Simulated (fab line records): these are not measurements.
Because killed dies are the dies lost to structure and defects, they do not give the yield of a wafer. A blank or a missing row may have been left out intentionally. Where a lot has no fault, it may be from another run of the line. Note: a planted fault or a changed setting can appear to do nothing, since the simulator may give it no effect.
Which tool is to blame? :: flow ritCmos :: 13 lots, 39 wafers sampled, at 2 steps of a route of 202

## WHAT THE GAUGES SHOWED, per wafer
RIT_PWELL_OVL_MEAS_06. Usual: for PWELL_OVL the level is 0.5 nm and the standard deviation is 1.5.
lot: L382
measured: day 1 22:21
on: overlay-02
PWELL_OVL (nm): 1.2 1.7 1.8
flag: 

lot: L383
measured: day 2 02:54
on: overlay-01
PWELL_OVL (nm): 1.7 4.0 3.1
flag: 

lot: L384
measured: day 2 08:05
on: overlay-02
PWELL_OVL (nm): -0.2 -1.4 1.1
flag: 

lot: L385
measured: day 2 13:16
on: overlay-01
PWELL_OVL (nm): 1.8 2.7 2.7
flag: 

lot: L386
measured: day 2 19:37
on: overlay-01
PWELL_OVL (nm): 1.6 0.5 -0.1
flag: 

lot: L387
measured: day 2 23:16
on: overlay-01
PWELL_OVL (nm): 3.3 2.5 1.2
flag: 

lot: L391
measured: day 3 20:06
on: overlay-02
PWELL_OVL (nm): 238.1 237.4 238.6
flag: OFF

lot: L392
measured: day 3 23:49
on: overlay-01
PWELL_OVL (nm): 240.0 240.5 239.8
flag: OFF

lot: L393
measured: day 4 04:45
on: overlay-01
PWELL_OVL (nm): 241.8 240.4 239.9
flag: OFF

lot: L397
measured: day 5 01:16
on: overlay-02
PWELL_OVL (nm): 2.4 0.6 -1.5
flag: 

lot: L401
measured: day 5 21:25
on: overlay-01
PWELL_OVL (nm): -1.5 -0.3 1.0
flag: 

lot: L402
measured: day 6 01:56
on: overlay-01
PWELL_OVL (nm): 0.7 0.2 0.3
flag: 

lot: L405
measured: day 6 17:19
on: overlay-02
PWELL_OVL (nm): 2.8 0.4 -0.9
flag: 

## TOOL THAT RAN EACH LOT (tool first, then ch and the chambers of the sampled wafers, then the start)
lot: L382
RIT_PWELL_EXPOSE_03: ilineStepper-01 ch 0, day 1 21:56

lot: L383
RIT_PWELL_EXPOSE_03: ilineStepper-01 ch 0, day 2 02:26

lot: L384
RIT_PWELL_EXPOSE_03: ilineStepper-01 ch 0, day 2 07:32

lot: L385
RIT_PWELL_EXPOSE_03: ilineStepper-01 ch 0, day 2 12:50

lot: L386
RIT_PWELL_EXPOSE_03: ilineStepper-02 ch 0, day 2 19:13

lot: L387
RIT_PWELL_EXPOSE_03: ilineStepper-01 ch 0, day 2 22:50

lot: L391
RIT_PWELL_EXPOSE_03: ilineStepper-02 ch 0, day 3 19:43

lot: L392
RIT_PWELL_EXPOSE_03: ilineStepper-02 ch 0, day 3 23:23

lot: L393
RIT_PWELL_EXPOSE_03: ilineStepper-02 ch 0, day 4 04:20

lot: L397
RIT_PWELL_EXPOSE_03: ilineStepper-01 ch 0, day 5 00:50

lot: L401
RIT_PWELL_EXPOSE_03: ilineStepper-01 ch 0, day 5 20:58

lot: L402
RIT_PWELL_EXPOSE_03: ilineStepper-01 ch 0, day 6 01:31

lot: L405
RIT_PWELL_EXPOSE_03: ilineStepper-01 ch 0, day 6 16:54
- RIT_PWELL_EXPOSE_03: exposes mask M3, target cd 43700 nm.

## AS READ BY THE TOOLS THEMSELVES (means over the sampled wafers that have a number; for cases with no such wafer, the mark the record gives instead)
The record holds no such reading with a usual standard deviation.

## THE ANSWER, worked out from the rows above alone
Rule: a lot counts as off when the mean over its wafers that have a number is more than 3 standard deviations away from the usual mean. A lot without any number at a reading at which 4 lots or more have one is off too. All remaining lots with rows at the step are treated as sound. Order of review: gauges by route order, followed by the tools' own readings, for which a lot's mean as printed above is used. At the first step where some lot is off, the reading lying furthest off is the one used; lots without a number count as furthest.
Off: L391, L392, L393, seen at RIT_PWELL_OVL_MEAS_06 (PWELL_OVL).
If a tool, at a process step before that reading, ran all the lots that are off and no sound lot after the first of them, it fits. Those tools and the gauges at RIT_PWELL_OVL_MEAS_06 are tried in the same way. One candidate fits, namely ilineStepper-02 at RIT_PWELL_EXPOSE_03. Its last sound lot is L386 (day 2 19:13), its first lot that is off L391 (day 3 19:43): a fault that began between those two fits.

## WHAT WAS PUT IN BY THE SIMULATOR
Scanner matching overlay: ilineStepper-02, from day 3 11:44 on, at RIT_PWELL_EXPOSE_03. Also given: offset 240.
Struck lots among those shown: L391, L392, L393. The same result came from the rule above.
